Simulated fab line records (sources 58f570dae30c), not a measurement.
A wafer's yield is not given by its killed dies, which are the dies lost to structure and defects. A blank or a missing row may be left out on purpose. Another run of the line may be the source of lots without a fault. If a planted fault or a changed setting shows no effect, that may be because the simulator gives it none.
fab line records	flow berkeleyCmos170
record: lots: 14	wafers: 42	lastDay: 12
route steps=331 shown START@1 NWELL@18 ACTIVE@74
lots with no fault: from the same line, run without faults
startH: start of the lot's first displayed wafer, in hours after the record's first day	waitH: hours elapsed since this lot's preceding step	" unchanged from the row above	L1.1+2: a single row standing in for several wafers	- value missing, or start not given	* or withheld: withheld	< > ~ a bound
route shown NAME@n: a module of which the file shows steps, and the number in the route of the first	usual: average and standard deviation across the fault-free wafers	same: alike in all rows	chamber/n: place in a boat	sites: readings site by site	_std_site: the standard deviation of these	_edge_site: mean of outer sites minus mean of inner sites	radiusMm: for every site, how far away it sits from the centre of the wafer	mask NAME#n: copy n	behind: tool/chamber where the wafer was last shaped	hold: cause of the lot's hold/its duration in hours/its outcome	device: transistor that didn't switch, given as n, p or np	end of line: tests run on the same wafers once the route is complete	for a step that has no rows: nothing shown but its recipe	killed: the dies lost at the first sort to structure and to defects; this is not the yield of the wafer	map: a wafer's dies, x killed, . not, _ none there
set.NAME: setting as actually run; set.NAME@STEP: the setting as run at that earlier step	model.NAME: the simulator's own value behind a step, which no gauge read
route steps across a sampled set of lots; one table per step, one row per wafer
services: a tool's chamber out of use, with start hour (startH, from the record's first day; less than 0 if before it), hours out, and reason
== steps ==
step: UCB170_START_BOW_MEAS_00
recipe: mode: bow
usual: INCOMING_BOW: -1/5.9
lot.wafer	tool	chamber	startH	waitH	INCOMING_BOW[um]
L120.2	filmMetro-03	-	10.02	-	-2
L120.3	"	-	"	"	-6
L120.6	"	-	"	"	-3
L121.2	filmMetro-02	-	15.02	-	-6
L121.4	"	-	"	"	6
L121.6	"	-	"	"	8
L123.1	filmMetro-02	-	25.00	-	1
L123.4	"	-	"	"	1
L123.6	"	-	"	"	1
L124.1	filmMetro-02	-	30.00	-	-6
L124.3	"	-	"	"	8
L124.6	"	-	"	"	-3
L125.1	filmMetro-02	-	35.00	-	-8
L125.3	"	-	"	"	3
L125.5	"	-	"	"	-7
L126.2	filmMetro-01	-	40.18	-	16
L126.4	"	-	"	"	6
L126.6	"	-	"	"	13
L127.3	filmMetro-03	-	45.04	-	-5
L127.4	"	-	"	"	3
L127.6	"	-	"	"	-11
L129.1	filmMetro-02	-	55.00	-	6
L129.4	"	-	"	"	-10
L129.5	"	-	"	"	1
L130.3	filmMetro-01	-	60.04	-	6
L130.5	"	-	"	"	0
L130.6	"	-	"	"	6
L132.3	filmMetro-02	-	70.04	-	15
L132.5	"	-	"	"	3
L132.6	"	-	"	"	1
L134.1	filmMetro-02	-	80.00	-	-7
L134.2	"	-	"	"	20
L134.4	"	-	"	"	-8
L135.1	filmMetro-03	-	85.00	-	-9
L135.4	"	-	"	"	2
L135.6	"	-	"	"	-1
L142.2	filmMetro-01	-	120.07	-	-14
L142.3	"	-	"	"	-10
L142.4	"	-	"	"	2
L143.1	filmMetro-01	-	125.00	-	-3
L143.2	"	-	"	"	8
L143.5	"	-	"	"	-5
step: UCB170_NWELL_CVD_04
recipe: material: Si3N4	targetThkNm: 224	tempC: 800	precursor: SiH2Cl2/NH3	timeS: 3360	pressureMtorr: 200	sih2cl2FlowSccm: 25	nh3FlowSccm: 75
lot.wafer	tool	chamber	startH	waitH
L120.2+3+6	lpcvd-02	1	26.93	0.0
L121.2+4+6	lpcvd-01	0	29.67	1.2
L123.1+4+6	lpcvd-02	0	44.96	0.0
L124.1+3+6	lpcvd-02	0	44.96	0.0
L125.1+3+5	lpcvd-02	0	52.48	0.7
L126.2+4+6	lpcvd-01	1	60.29	0.0
L127.3+4+6	lpcvd-01	1	60.29	0.0
L129.1+4+5	lpcvd-02	1	78.33	0.0
L130.3+5+6	lpcvd-02	0	80.46	0.0
L132.3+5+6	lpcvd-02	0	85.89	0.0
L132.3+5+6	lpcvd-02	0	87.99	0.2
L134.1+2+4	lpcvd-01	0	99.61	0.0
L135.1+4+6	lpcvd-01	1	106.77	0.0
L135.1+4+6	lpcvd-01	1	108.87	0.2
L142.2+3+4	lpcvd-01	0	139.40	0.0
L143.1+2+5	lpcvd-01	1	145.93	0.0
step: UCB170_NWELL_THK_MEAS_05
recipe: reads: Si3N4_of_NWELL_CVD_04
usual: NWELL_NITRIDE_THK: 224.3/1.5
lot.wafer	tool	chamber	startH	waitH	NWELL_NITRIDE_THK[nm]
L120.2	filmMetro-04	-	28.87	0.0	221.6
L120.3	"	-	"	"	221.7
L120.6	"	-	"	"	224.6
L121.2	filmMetro-04	-	31.62	0.0	225.2
L121.4	"	-	"	"	223.2
L121.6	"	-	"	"	225.7
L123.1	filmMetro-01	-	46.89	0.0	223.4
L123.4	"	-	"	"	225.7
L123.6	"	-	"	"	222.7
L124.1	filmMetro-04	-	46.89	0.0	225.0
L124.3	"	-	"	"	223.8
L124.6	"	-	"	"	225.4
L125.1	filmMetro-04	-	54.41	0.0	225.9
L125.3	"	-	"	"	225.7
L125.5	"	-	"	"	226.5
L126.2	filmMetro-02	-	62.23	0.0	223.4
L126.4	"	-	"	"	221.6
L126.6	"	-	"	"	223.0
L127.3	filmMetro-04	-	62.24	0.0	226.5
L127.4	"	-	"	"	226.1
L127.6	"	-	"	"	225.5
L129.1	filmMetro-04	-	80.27	0.0	224.7
L129.4	"	-	"	"	226.3
L129.5	"	-	"	"	226.8
L130.3	filmMetro-04	-	82.41	0.0	223.9
L130.5	"	-	"	"	224.8
L130.6	"	-	"	"	223.3
L132.3	filmMetro-01	-	89.99	0.1	442.3
L132.5	"	-	"	"	443.5
L132.6	"	-	"	"	443.3
L134.1	filmMetro-01	-	102.51	0.0	224.3
L134.2	"	-	"	"	222.9
L134.4	"	-	"	"	222.6
L135.1	filmMetro-01	-	110.80	0.0	448.7
L135.4	"	-	"	"	450.5
L135.6	"	-	"	"	448.0
L142.2	filmMetro-01	-	141.34	0.0	225.2
L142.3	"	-	"	"	224.2
L142.4	"	-	"	"	223.9
L143.1	filmMetro-04	-	147.86	0.0	224.5
L143.2	"	-	"	"	224.9
L143.5	"	-	"	"	223.6
step: UCB170_NWELL_ETCH_13
recipe: chemistry: CH3F/Ar/O2	target: Si3N4	stopOn: SiO2	CH3F_flow_sccm: 20	Ar_flow_sccm: 50	O2_flow_sccm: 7	pressureMtorr: 50	rfW: 450	targetDepthA: 2464	overEtchFrac: 0.1	timeS: 154
usual: CH3F_flow_sccm: 19.99/0.071	drypumpMotorCurrentA: 5.7/0.44	oesProductAu: 0.946/0.014	throttleValvePct: 8.00/0.16
lot.wafer	tool	chamber	startH	waitH	CH3F_flow_sccm	drypumpMotorCurrentA	oesProductAu	rfHoursCounterH	throttleValvePct
L120.2	rieDiel-02	2	30.02	0.0	19.89	5.4	0.955	78	7.95
L120.3	"	0	"	"	20.01	6.4	0.930	99	7.93
L120.6	"	3	"	"	20.05	5.8	0.935	-	8.39
L121.2	rieDiel-01	1	32.55	0.0	19.92	5.7	0.938	178	7.69
L121.4	"	2	"	"	20.01	5.8	0.941	35	8.10
L121.6	"	3	"	"	20.05	5.3	0.976	-	7.99
L123.1	rieDiel-01	0	48.03	0.0	20.00	5.2	0.959	66	8.03
L123.4	"	0	"	"	20.02	5.2	0.972	-	8.05
L123.6	"	2	"	"	19.97	5.8	0.921	-	8.12
L124.1	rieDiel-02	0	48.31	0.0	19.98	6.4	0.928	100	7.94
L124.3	"	3	"	"	19.94	5.7	0.938	134	8.41
L124.6	"	0	"	"	20.02	6.4	0.933	-	7.93
L125.1	rieDiel-02	2	55.65	0.0	20.01	5.4	0.975	80	7.97
L125.3	"	0	"	"	19.94	6.4	0.933	101	7.91
L125.5	"	2	"	"	20.04	5.4	0.975	-	7.97
L126.2	rieDiel-01	0	63.18	0.0	20.04	5.2	0.965	67	8.05
L126.4	"	3	"	"	19.96	5.3	0.953	-	7.96
L126.6	"	2	"	"	19.95	5.8	0.939	-	8.11
L127.3	rieDiel-02	2	63.46	0.0	20.02	5.3	0.972	80	7.96
L127.4	"	1	"	"	20.00	5.4	0.963	-	7.98
L127.6	"	2	"	"	20.01	5.3	0.970	-	7.95
L129.1	rieDiel-03	0	81.20	0.0	20.06	5.7	0.951	28	8.11
L129.4	"	3	"	"	20.03	6.5	0.935	50	7.82
L129.5	"	1	"	"	19.94	5.7	0.961	-	7.90
L130.3	rieDiel-01	1	84.48	0.0	20.05	5.7	0.945	1	7.70
L130.5	"	1	"	"	19.94	5.7	0.957	-	7.70
L130.6	"	2	"	"	19.90	5.8	0.937	-	8.09
L132.3	rieDiel-03	0	91.23	0.0	19.90	5.7	0.999	29	8.11
L132.5	"	0	"	"	19.94	5.7	1.010	-	8.11
L132.6	"	1	"	"	19.89	5.7	1.010	-	7.88
L134.1	rieDiel-01	2	103.45	0.0	19.90	5.8	0.937	38	8.12
L134.2	"	1	"	"	20.10	5.7	0.945	1	7.72
L134.4	"	3	"	"	20.04	5.3	0.959	7	7.97
L135.1	rieDiel-03	2	111.74	0.0	20.18	5.0	1.011	72	8.03
L135.4	"	1	"	"	20.00	5.7	1.005	110	7.90
L135.6	"	0	"	"	19.89	5.8	1.004	-	8.12
L142.2	rieDiel-03	0	142.28	0.0	20.04	5.8	0.946	30	8.09
L142.3	"	2	"	"	20.00	5.0	0.941	73	8.05
L142.4	"	1	"	"	19.98	5.7	0.960	110	7.90
L143.1	rieDiel-03	3	149.43	0.0	19.95	6.5	0.931	53	7.79
L143.2	"	1	"	"	19.91	5.7	0.954	111	7.91
L143.5	"	3	"	"	20.03	6.5	0.933	-	7.79
step: UCB170_NWELL_STRIP_15
recipe: chemistry: O2	powerW: 400	pressureMtorr: 3500	platenTempC: withheld	o2FlowSccm: 400	overashFraction: 0.5
usual: drypumpMotorCurrentA: 5.6/0.58	oesProductAu: 0.721/0.0048	stripTimeToEndpointS: 18.07/0.12
lot.wafer	tool	chamber	startH	waitH	drypumpMotorCurrentA	oesProductAu	rfHoursCounterH	stripTimeToEndpointS
L120.2	plasmaAsher-04	0	30.27	0.1	5.0	0.718	32	18.14
L120.3	"	0	"	"	5.0	0.721	-	18.18
L120.6	"	0	"	"	5.0	0.718	-	18.25
L121.2	plasmaAsher-04	1	32.80	0.1	5.4	0.721	32	18.07
L121.4	"	0	"	"	5.0	0.718	-	17.96
L121.6	"	1	"	"	5.4	0.714	-	18.03
L123.1	plasmaAsher-01	0	48.28	0.1	6.1	0.718	25	18.19
L123.4	"	1	"	"	5.8	0.728	-	18.30
L123.6	"	0	"	"	6.1	0.725	-	18.05
L124.1	plasmaAsher-04	0	48.56	0.1	5.0	0.732	34	18.07
L124.3	"	0	"	"	5.0	0.722	-	18.15
L124.6	"	1	"	"	5.4	0.718	-	18.00
L125.1	plasmaAsher-04	0	55.92	0.1	5.0	0.724	35	18.11
L125.3	"	0	"	"	5.0	0.721	-	18.09
L125.5	"	1	"	"	5.4	0.731	-	18.13
L126.2	plasmaAsher-04	0	63.43	0.1	5.0	0.720	36	18.21
L126.4	"	1	"	"	5.4	0.720	-	18.09
L126.6	"	0	"	"	5.0	0.721	-	18.00
L127.3	plasmaAsher-02	0	63.75	0.1	6.5	0.729	-	18.22
L127.4	"	1	"	"	4.7	0.717	-	18.19
L127.6	"	0	"	"	6.5	0.718	-	18.19
L129.1	plasmaAsher-02	1	81.46	0.1	4.7	0.724	37	18.00
L129.4	"	0	"	"	6.4	0.723	-	17.95
L129.5	"	1	"	"	4.7	0.715	-	18.06
L130.3	plasmaAsher-01	1	84.77	0.1	5.8	0.724	-	18.10
L130.5	"	1	"	"	5.8	0.733	-	18.20
L130.6	"	0	"	"	6.1	0.723	-	18.15
L132.3	plasmaAsher-04	0	91.52	0.1	5.1	0.717	-	18.05
L132.5	"	0	"	"	5.0	0.726	-	18.07
L132.6	"	1	"	"	5.5	0.726	-	18.03
L134.1	plasmaAsher-02	1	103.70	0.1	4.7	0.717	38	18.00
L134.2	"	0	"	"	6.4	0.730	38	17.99
L134.4	"	0	"	"	6.4	0.723	-	18.08
L135.1	plasmaAsher-01	0	112.09	0.1	6.1	0.729	33	17.95
L135.4	"	1	"	"	5.8	0.726	-	18.04
L135.6	"	0	"	"	6.1	0.720	-	18.02
L142.2	plasmaAsher-02	0	142.53	0.1	6.5	0.722	43	17.92
L142.3	"	0	"	"	6.4	0.719	-	17.88
L142.4	"	1	"	"	4.7	0.719	-	18.04
L143.1	plasmaAsher-02	0	149.69	0.1	6.4	0.726	43	17.94
L143.2	"	1	"	"	4.7	0.722	43	17.94
L143.5	"	1	"	"	4.7	0.728	-	18.04
step: UCB170_ACTIVE_OVL_MEAS_14
usual: ACTIVE_OVL: -1/5.7
lot.wafer	tool	chamber	startH	waitH	ACTIVE_OVL[nm]
L120.2	overlay-02	-	77.42	0.1	-7
L120.3	"	-	"	"	0
L120.6	"	-	"	"	-6
L121.2	overlay-01	-	83.57	0.1	-4
L121.4	"	-	"	"	-11
L121.6	"	-	"	"	-8
L124.1	overlay-02	-	97.23	0.1	0
L124.3	"	-	"	"	1
L124.6	"	-	"	"	-8
L123.1	overlay-01	-	97.47	0.1	6
L123.4	"	-	"	"	9
L123.6	"	-	"	"	3
L125.1	overlay-02	-	103.80	0.1	-4
L125.3	"	-	"	"	2
L125.5	"	-	"	"	-4
L127.3	overlay-01	-	109.88	0.1	-1
L127.4	"	-	"	"	-1
L127.6	"	-	"	"	3
L126.2	overlay-01	-	118.13	0.1	6
L126.4	"	-	"	"	5
L126.6	"	-	"	"	-1
L129.1	overlay-01	-	124.82	0.1	12
L129.4	"	-	"	"	12
L129.5	"	-	"	"	10
L130.3	overlay-02	-	134.91	0.1	-10
L130.5	"	-	"	"	-12
L130.6	"	-	"	"	-13
L134.1	overlay-01	-	161.25	0.1	-10
L134.2	"	-	"	"	-8
L134.4	"	-	"	"	-5
L142.2	overlay-02	-	189.96	0.1	-5
L142.3	"	-	"	"	-5
L142.4	"	-	"	"	0
L143.1	overlay-02	-	192.40	0.1	-3
L143.2	"	-	"	"	-3
L143.5	"	-	"	"	-5
== services ==
tool	chamber	startH	hours	kind
plasmaAsher-02	-	16.44	1.4	repair
rieDiel-03	2	26.46	4.2	repair
rieDiel-01	1	34.42	-	clean
rieDiel-01	1	34.42	34.7	scheduledDown
rieDiel-01	1	34.42	34.7	ventCycle
plasmaAsher-02	-	38.14	0.6	repair
rieDiel-02	-	51.41	0.7	repair
rieDiel-03	-	61.56	4.3	pm
rieDiel-02	0	62.11	4.4	repair
plasmaAsher-02	-	87.94	1.9	repair
rieDiel-01	2	92.15	2.1	repair
plasmaAsher-04	-	94.13	15.8	repair
rieDiel-03	0	95.14	6.9	repair
rieDiel-02	1	117.27	25.0	repair
plasmaAsher-02	-	125.29	10.7	pm
plasmaAsher-04	-	136.16	13.9	pm
rieDiel-02	0	136.40	9.7	repair
== key ==
firstSign: step: UCB170_NWELL_CVD_04	reading: visit	direction: added
effect: step: UCB170_NWELL_THK_MEAS_05	reading: NWELL_NITRIDE_THK	direction: up	sigmas: 99+	usual: 224.3	struck: 446.0
effect: step: UCB170_NWELL_ETCH_13	reading: oesProductAu	direction: up	sigmas: 4.4	usual: 0.946	struck: 1.006
metAt UCB170_NWELL_CVD_04
struckLots L132,L135
laterRowsLeftOut L132.3,L132.5,L132.6,L135.1,L135.4,L135.6
sortLeftOut L132.3,L132.5,L132.6,L135.1,L135.4,L135.6
testerLeftOut L132,L135
notActingAt UCB170_START_BOW_MEAS_00,UCB170_NWELL_STRIP_15,UCB170_ACTIVE_OVL_MEAS_14
fault: kind: repeatedStepWhole	tool: lpcvd-01,lpcvd-02	chamber: -	onsetH: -	steps: UCB170_NWELL_CVD_04	times: 1	scope: struckLotsOnly
testerLeftOut: of these lots the tester's yield and bins aren't shown, on N5 and GAA mostly nor the transistor test; their killed dies are dies lost to structure and defects alone, not to doping, threshold or leakage, so they don't give the yield
sortLeftOut: the simulated sort isn't trusted on such a fault, so these wafers' sort isn't shown, and their yield isn't known
laterRowsLeftOut: the simulator's readings of these wafers behind a module that went badly wrong aren't trusted and aren't shown, but for the sort
